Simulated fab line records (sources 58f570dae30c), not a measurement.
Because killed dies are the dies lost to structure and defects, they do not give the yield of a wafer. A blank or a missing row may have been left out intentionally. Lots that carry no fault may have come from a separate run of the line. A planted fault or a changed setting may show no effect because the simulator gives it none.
Which tool is to blame? | flow berkeley_cmos170 | 18 wafers from 6 lots sampled at 3 of the route's 331 steps

## WHAT THE GAUGES SHOWED, per wafer
UCB170_GATE_THK_MEAS_05.
lot  | measured     | on            | GATE_POLY_THK (nm)
L937 | day 7 09:08  | film_metro-03 | 216.6 216.3 215.9
L945 | day 9 19:46  | film_metro-01 | 211.7 213.0 213.1
L947 | day 9 19:51  | film_metro-03 | 214.3 212.1 213.8
L950 | day 10 20:35 | film_metro-02 | 212.0 210.5 211.7
L954 | day 12 05:12 | film_metro-01 | 214.2 213.6 215.0
L957 | day 12 05:13 | film_metro-03 | 216.2 213.4 215.6

## EACH LOT AND THE TOOL THAT RAN IT (in order: tool; ch and the chambers of the sampled wafers; start)
lot  | UCB170_ACTIVE_STRIP_16              | UCB170_GATE_CVD_04
L937 | plasma_asher-03 ch 0,1, day 5 01:32 | lpcvd-02 ch 1, day 7 07:43
L945 | plasma_asher-04 ch 0,1, day 7 00:58 | lpcvd-02 ch 0, day 9 17:40
L947 | plasma_asher-04 ch 0,1, day 7 09:12 | lpcvd-02 ch 0, day 9 17:40
L950 | plasma_asher-01 ch 0,1, day 8 03:09 | lpcvd-01 ch 1, day 10 19:10
L954 | plasma_asher-04 ch 0,1, day 9 06:52 | lpcvd-01 ch 1, day 12 03:47
L957 | plasma_asher-04 ch 0,1, day 9 07:33 | lpcvd-01 ch 1, day 12 03:47
- UCB170_ACTIVE_STRIP_16: strips in O2.
- UCB170_GATE_CVD_04: deposits poly-Si from SiH4, time 1440 s, target thk 214 nm.

## THE ANSWER, worked out from the rows above alone
Rule: what is usual is taken from the lots themselves. The widest of any qualifying gaps counts: lots, ordered by their means at a reading, are off when they make up no more than a third of the lots, leave a main group of 4 or more, and stand apart from it by 3 or more times the standard deviation of that group's means. A main group whose means are all the same, to the digits that the tables above print for the reading, isn't used. A lot without any number at a reading at which 4 lots or more have one is off too. All remaining lots with rows at the step are treated as sound.
None of the lots is off at any reading shown; this tells nothing.

## WHAT HAD BEEN PUT IN BY THE SIMULATOR
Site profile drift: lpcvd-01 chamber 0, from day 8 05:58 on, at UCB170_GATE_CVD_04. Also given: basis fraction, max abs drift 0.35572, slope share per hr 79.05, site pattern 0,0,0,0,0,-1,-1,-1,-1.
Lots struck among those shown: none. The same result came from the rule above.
